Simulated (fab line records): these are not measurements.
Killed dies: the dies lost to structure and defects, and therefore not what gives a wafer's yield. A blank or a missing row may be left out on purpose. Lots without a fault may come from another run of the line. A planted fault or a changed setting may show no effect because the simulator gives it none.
The tool behind it: which one? || flow rit-cmos || at 1 step of a route of 202, 14 lots with 42 wafers sampled

## WHAT EACH GAUGE READ, for each wafer
Not one reading of a measure or inspect step in the record can be checked against a usual standard deviation.

## TOOL THAT RAN EACH LOT (tool first, then ch and the chambers of the sampled wafers, then the start)
{"lot": "L992", "RIT_SDANNEAL_CLEAN_00": "wet-bench-03 ch 2, day 3 06:13"}
{"lot": "L993", "RIT_SDANNEAL_CLEAN_00": "wet-bench-04 ch 1, day 3 10:28"}
{"lot": "L994", "RIT_SDANNEAL_CLEAN_00": "wet-bench-03 ch 2, day 3 17:49"}
{"lot": "L995", "RIT_SDANNEAL_CLEAN_00": "wet-bench-03 ch 0, day 4 01:13"}
{"lot": "L999", "RIT_SDANNEAL_CLEAN_00": "wet-bench-01 ch 0, day 4 23:33"}
{"lot": "L100", "RIT_SDANNEAL_CLEAN_00": "wet-bench-01 ch 0, day 5 07:37"}
{"lot": "L102", "RIT_SDANNEAL_CLEAN_00": "wet-bench-04 ch 0, day 5 15:21"}
{"lot": "L103", "RIT_SDANNEAL_CLEAN_00": "wet-bench-04 ch 0, day 5 15:46"}
{"lot": "L106", "RIT_SDANNEAL_CLEAN_00": "wet-bench-04 ch 1, day 6 08:47"}
{"lot": "L107", "RIT_SDANNEAL_CLEAN_00": "wet-bench-03 ch 1, day 6 10:48"}
{"lot": "L109", "RIT_SDANNEAL_CLEAN_00": "wet-bench-04 ch 2, day 6 20:25"}
{"lot": "L111", "RIT_SDANNEAL_CLEAN_00": "wet-bench-04 ch 2, day 7 05:24"}
{"lot": "L113", "RIT_SDANNEAL_CLEAN_00": "wet-bench-04 ch 2, day 7 16:31"}
{"lot": "L114", "RIT_SDANNEAL_CLEAN_00": "wet-bench-04 ch 1, day 7 20:06"}
- RIT_SDANNEAL_CLEAN_00: cleans in SC1, time 600 s.

## AS READ BY THE TOOLS THEMSELVES (means over the sampled wafers that have a number; for cases with no such wafer, the mark the record gives instead)
RIT_SDANNEAL_CLEAN_00. Usual: bath-guard-temp-C 75.2 C, standard deviation 0.64; run-length-s 626.6 s, standard deviation 2.8; temp-c 75.02 C, standard deviation 0.12.
{"lot": "L992", "tool": "wet-bench-03", "bath-guard-temp-C (C)": 74.8, "run-length-s (s)": 626.1, "temp-c (C)": 75.14, "flag": ""}
{"lot": "L993", "tool": "wet-bench-04", "bath-guard-temp-C (C)": 74.7, "run-length-s (s)": 624.9, "temp-c (C)": 74.91, "flag": ""}
{"lot": "L994", "tool": "wet-bench-03", "bath-guard-temp-C (C)": 74.8, "run-length-s (s)": 624.8, "temp-c (C)": 75.00, "flag": ""}
{"lot": "L995", "tool": "wet-bench-03", "bath-guard-temp-C (C)": 74.8, "run-length-s (s)": 626.0, "temp-c (C)": 75.04, "flag": ""}
{"lot": "L999", "tool": "wet-bench-01", "bath-guard-temp-C (C)": 75.6, "run-length-s (s)": 644.9, "temp-c (C)": 75.09, "flag": "OFF"}
{"lot": "L100", "tool": "wet-bench-01", "bath-guard-temp-C (C)": 75.5, "run-length-s (s)": 645.0, "temp-c (C)": 74.92, "flag": "OFF"}
{"lot": "L102", "tool": "wet-bench-04", "bath-guard-temp-C (C)": 74.6, "run-length-s (s)": 625.7, "temp-c (C)": 74.87, "flag": ""}
{"lot": "L103", "tool": "wet-bench-04", "bath-guard-temp-C (C)": 74.7, "run-length-s (s)": 624.8, "temp-c (C)": 74.86, "flag": ""}
{"lot": "L106", "tool": "wet-bench-04", "bath-guard-temp-C (C)": 74.9, "run-length-s (s)": 625.8, "temp-c (C)": 75.01, "flag": ""}
{"lot": "L107", "tool": "wet-bench-03", "bath-guard-temp-C (C)": 75.7, "run-length-s (s)": 633.6, "temp-c (C)": 75.14, "flag": ""}
{"lot": "L109", "tool": "wet-bench-04", "bath-guard-temp-C (C)": 76.2, "run-length-s (s)": 628.6, "temp-c (C)": 74.94, "flag": ""}
{"lot": "L111", "tool": "wet-bench-04", "bath-guard-temp-C (C)": 76.6, "run-length-s (s)": 627.6, "temp-c (C)": 75.03, "flag": ""}
{"lot": "L113", "tool": "wet-bench-04", "bath-guard-temp-C (C)": 76.3, "run-length-s (s)": 626.7, "temp-c (C)": 74.99, "flag": ""}
{"lot": "L114", "tool": "wet-bench-04", "bath-guard-temp-C (C)": 74.6, "run-length-s (s)": 626.7, "temp-c (C)": 74.96, "flag": ""}

## THE ANSWER, worked out from the rows above alone
Rule: take the mean of a lot's wafers that have a number; if it is more than 3 standard deviations from the usual mean, the lot is off. Also off: a lot with no number at a reading for which 4 or more lots have one. All remaining lots with rows at the step are treated as sound. The gauges are gone through in route order, then the tools' own readings, and for those a lot's mean is taken as printed above. At the first step where some lot is off, the reading lying furthest off is the one used; lots without a number count as furthest.
Off: L999, L100 (RIT_SDANNEAL_CLEAN_00, run-length-s).
A tool fits if, at that step or a process step before it, it ran every lot that is off, and no sound lot after the first of them. One fits: wet-bench-01 at RIT_SDANNEAL_CLEAN_00. It ran no sound lot before its first lot that is off in this sample, so the start can't be narrowed down.
On the lots that are off, the tool's own readings at RIT_SDANNEAL_CLEAN_00 differ by more than 5 times the standard deviation of the sound lots' means, which bears it out; run-length-s reads 645.0 s there versus 626.8 s on the sound lots.

## WHAT THE SIMULATOR PUT IN
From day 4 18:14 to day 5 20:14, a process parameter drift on wet-bench-01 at RIT_SDANNEAL_CLEAN_00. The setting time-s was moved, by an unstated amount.
Struck lots among those shown: L999, L100. Same finding as the rule above.
